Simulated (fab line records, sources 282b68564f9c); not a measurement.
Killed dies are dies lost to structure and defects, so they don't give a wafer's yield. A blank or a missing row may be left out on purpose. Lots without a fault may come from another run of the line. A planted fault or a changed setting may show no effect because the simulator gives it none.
A struck lot beside a sound one | flow rit_cmos | 17 steps out of a route of 202
Sound: wafers L699.3, L699.4, L699.5. Struck: wafers L712.3, L712.4, L712.6. The cause comes at the end.
At each step with rows: each side's tool, then ch and its chambers, then its first start. Under that, the readings that differ: sound wafers | struck wafers | difference of the means | sigmas: that difference in standard deviations of wafers without a fault.
alike: readings whose means differ by less than 2 such deviations, and words and numbers that are the same on both sides. not compared: withheld readings, readings that some wafer has no value for, bounds like >300 that may hide the same value, and numbers for which the record gives no deviation and whose values overlap.
The two part at a step that has a row with sigmas, a row that says differs or no value, or rows on one side only. Numbers that don't overlap but have no deviation are shown without sigmas and don't part them. A reading that every wafer of one side lacks parts them only if that side has two wafers or more.

RIT_PWELL_TW_MEAS_10:
  sound on film_metro-04, day 2 04:58; struck on film_metro-03, day 4 22:36
  reading  | sound       | struck      | difference | sigmas
  PWELL_TW | 952 948 947 | 973 971 970 | +22        | +4
then, 1 step without rows for these wafers: RIT_WELLDRIVE_ANNEAL_00 (time 14700 s).
RIT_WELLDRIVE_RS_MEAS_01: measures by four-point-probe.
  sound on film_metro-01, day 2 10:13; struck on film_metro-01, day 5 05:10
  alike: NWELL_RS
RIT_WELLDRIVE_RS_MEAS_02: measures by four-point-probe.
  sound on film_metro-01, day 2 10:20; struck on film_metro-01, day 5 05:17
  reading           | sound             | struck            | difference | sigmas
  PWELL_RS (ohm/sq) | 430.1 431.3 431.0 | 427.2 427.4 427.7 | -3.4       | -3
then, 6 steps without rows for these wafers: RIT_NRETRO_HMDS_00 (prime time 60 s); RIT_NRETRO_COAT_01 (resist thk 1300 nm); RIT_NRETRO_SOFTBAKE_02 (time 60 s); RIT_NRETRO_EXPOSE_03 (exposes mask M4, target cd 43900 nm); RIT_NRETRO_PEB_04; RIT_NRETRO_DEVELOP_05 (develop time 68 s).
RIT_NRETRO_OVL_MEAS_06:
  sound on overlay-02, day 2 11:22; struck on overlay-02, day 5 06:39
  alike: NRETRO_OVL
then, 1 step without rows for these wafers: RIT_NRETRO_HARDBAKE_07 (time 120 s).
RIT_NRETRO_IMPLANT_08:
  sound on implanter-03 ch 0, day 2 11:46; struck on implanter-01 ch 0, day 5 06:58
  alike: dose_ions_cm2, end_station_pressure_torr, faraday_current_uA, tilt_deg
RIT_NRETRO_STRIP_09: strips in O2, time 180 s.
  sound on plasma_asher-01 ch 0,1, day 2 11:55; struck on plasma_asher-02 ch 0,1, day 5 07:08
  alike: drypump_motor_current_A, rf_refl_power_W
  not compared: rf_hours_counter_h
RIT_NRETRO_TW_MEAS_10:
  sound on film_metro-01, day 2 12:04; struck on film_metro-04, day 5 07:16
  reading   | sound          | struck         | difference | sigmas
  NRETRO_TW | 1053 1052 1053 | 1003 1009 1004 | -47        | -7
then, 1 step without rows for these wafers: RIT_PRETRO_HMDS_00 (prime time 60 s).
RIT_M1_PROBE_99:
  sound on prober-02, day 3 15:43; struck on prober-01, day 6 12:31
  reading                                           | sound                      | struck                  | difference | sigmas
  killed_open                                       | 6 11 5                     | 1 2 5                   | -5         | -2
  model.etest.pmos_0p15.drive_ua_um_range           | 2.549 3.044 4.042          | 23.41 21.88 21.29       | +18.98     |
  model.etest.pmos_0p15.drive_ua_um_rim_less_centre | 1.058 -2.129 -1.807        | -7.816 -7.765 -6.347    | -6.350     |
  model.etest.pmos_narrow.drive_ua_um               | 101.7 101.4 99.35          | 110.7 109.4 107.3       | +8.3       |
  model.etest.pmos_narrow.off_log10_a_um            | -12.86 -12.78 -12.78       | -12.57 -12.54 -12.61    | +0.23      |
  model.etest.cap_p_gate.c_min_ff_um2               | 2.304 2.319 2.316          | 2.277 2.249 2.255       | -0.053     |
  model.etest.pmos_0p15.vt_v_range                  | 0.003279 0.005293 0.007334 | 0.05137 0.05006 0.04858 | +0.04470   |
  alike: killed_at_contacts, killed_at_front_end, killed_dies, killed_short
  not compared: model.etest.well_edge_right.line_ohm_um, model.etest.pmos_0p3.off_log10_a_um

WHERE THEY PART
First at RIT_PWELL_TW_MEAS_10; last, within this record, at RIT_M1_PROBE_99.

WHY: what the simulator had put in
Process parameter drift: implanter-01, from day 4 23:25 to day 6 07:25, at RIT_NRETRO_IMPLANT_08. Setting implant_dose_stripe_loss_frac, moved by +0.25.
